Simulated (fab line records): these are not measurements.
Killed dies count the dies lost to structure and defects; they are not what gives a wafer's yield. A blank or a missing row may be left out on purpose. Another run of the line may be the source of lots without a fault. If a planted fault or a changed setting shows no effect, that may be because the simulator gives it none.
A lot that was struck, set against a sound lot	flow rit cmos	18 out of 202 route steps
Sound: wafers L748.1, L748.4, L748.6. The struck wafers were L755.1, L755.3, L755.6. The cause is given at the end.
Per side, at each step with rows, come the tool, then ch with its chambers, and then its first start. Under that, the readings that differ: sound wafers	struck wafers	difference of the means	sigmas: that difference in standard deviations of wafers without a fault.
alike: words and numbers the same on both sides, and readings whose means are apart by under 2 such deviations; not compared: readings that were withheld, readings missing a value for some wafer, numbers with overlapping values and no deviation given by the record, and bounds like >300 which may hide the same value.
Wherever a step has rows on one side only, a row that says differs or no value, or a row with sigmas, the two part there. Numbers that have no deviation but don't overlap get no sigmas and don't part them. A reading that every wafer of one side lacks parts them only if that side has two wafers or more.

RIT_CONTACT_OVL_MEAS_09:
  sound on overlay-01 at day 4 00:57; struck on overlay-02 at day 5 12:14
  alike: CONTACT_OVL
then, 1 step without rows for these wafers: RIT_CONTACT_HARDBAKE_10 (time 60 s).
RIT_CONTACT_ETCH_11: etches SiO2 in CHF3/CF4/Ar, stops on TiSi2, target depth 480 nm, time 320 s.
  sound on rie diel-03 ch 1,2,3, day 4 01:08; struck on rie diel-03 ch 0,1, day 5 12:25
  alike: drypump motor current A, mfc ar sccm, oes product au, throttle valve pct
  not compared: rf hours counter h
RIT_CONTACT_STRIP_12: strips in O2, time 180 s.
  sound on plasma asher-02 ch 1, day 4 01:20; struck on plasma asher-02 ch 0,1, day 5 12:37
  alike: drypump motor current A
  not compared: rf hours counter h
RIT_CONTACT_CD_MEAS_90 targets a cd of 1000 nm.
  sound on cd sem-02 at day 4 01:30; struck on cd sem-02 at day 5 12:47
reading	sound	struck	difference	sigmas
cd nm (nm)	1001.7 1002.8 1001.7	996.0 996.4 994.7	-6.4	-2
then, 2 steps without rows for these wafers: RIT_CONTACT_CLEAN_13 (cleans in SC1, time 600 s); RIT_CONTACT_CLEAN_14 (cleans in SC2, time 600 s).
RIT_M1_SPUTTER_00: material Al, target thk 400 nm, time 500 s.
  sound on pvd sputter-03 at day 4 02:10; struck on pvd sputter-01 at day 5 13:15
  alike: throttle valve pct
RIT_M1_RS_MEAS_01: a four-point-probe measurement.
  sound on film metro-03 at day 4 02:28; struck on film metro-03 at day 5 13:33
  alike: M1_AL_RS
RIT_M1_THK_MEAS_02: measures by xrf.
  sound on film metro-03 at day 4 02:35; struck on film metro-03 at day 5 13:40
  alike: M1_AL_THK
then, 2 steps without rows for these wafers: RIT_M1_HMDS_03 (prime time 60 s); RIT_M1_COAT_04 (resist thk 1300 nm).
RIT_M1_SOFTBAKE_05: time 60 s.
  sound on litho track-03 ch 0, day 4 03:00; struck on litho track-03 ch 0, day 5 14:02
reading	sound	struck	difference	sigmas
heater power total W (W)	34.53 34.47 34.53	36.81 36.83 36.75	+2.29	+52
plate temp C (C)	90.06 89.80 90.02	94.18 94.28 94.16	+4.25	+35
model.NOVOLAK_of_M1_COAT_04.thk nm (nm)	1303 1299 1298	1286 1289 1285	-13	
then, 2 steps without rows for these wafers: RIT_M1_EXPOSE_06 (exposes mask M12, target cd 2600 nm); RIT_M1_PEB_07.
RIT_M1_DEVELOP_08: develop time 68 s.
  sound: litho track-03 ch 0; struck: litho track-02 ch 0
reading	sound	struck	difference	sigmas
model.NOVOLAK_of_M1_COAT_04.thk nm (nm)	1302 1299 1297	1285 1288 1285	-13	
RIT_M1_CD_MEAS_09 targets a cd of 2600 nm.
  sound on cd sem-02 at day 4 03:43; struck on cd sem-01 at day 5 14:37
  alike: cd nm
RIT_M1_PROBE_99:
  sound on prober-01 at day 4 07:03; struck on prober-02 at day 5 17:40
reading	sound	struck	difference	sigmas
killed_at_M0_to_M3	0 0 0	1 0 0	+0	+2
  alike: defect limited yield, killed at contacts, killed at front end, killed dies, killed open, killed short, sort_bin_3_pad_short, sort_bin_5_function, sort_bin_6_memory, sort n pass, sort yield pct

WHERE THEY PART
Earliest at RIT_CONTACT_CD_MEAS_90; latest, in this record, at RIT_M1_PROBE_99.

WHY: what the simulator had put in
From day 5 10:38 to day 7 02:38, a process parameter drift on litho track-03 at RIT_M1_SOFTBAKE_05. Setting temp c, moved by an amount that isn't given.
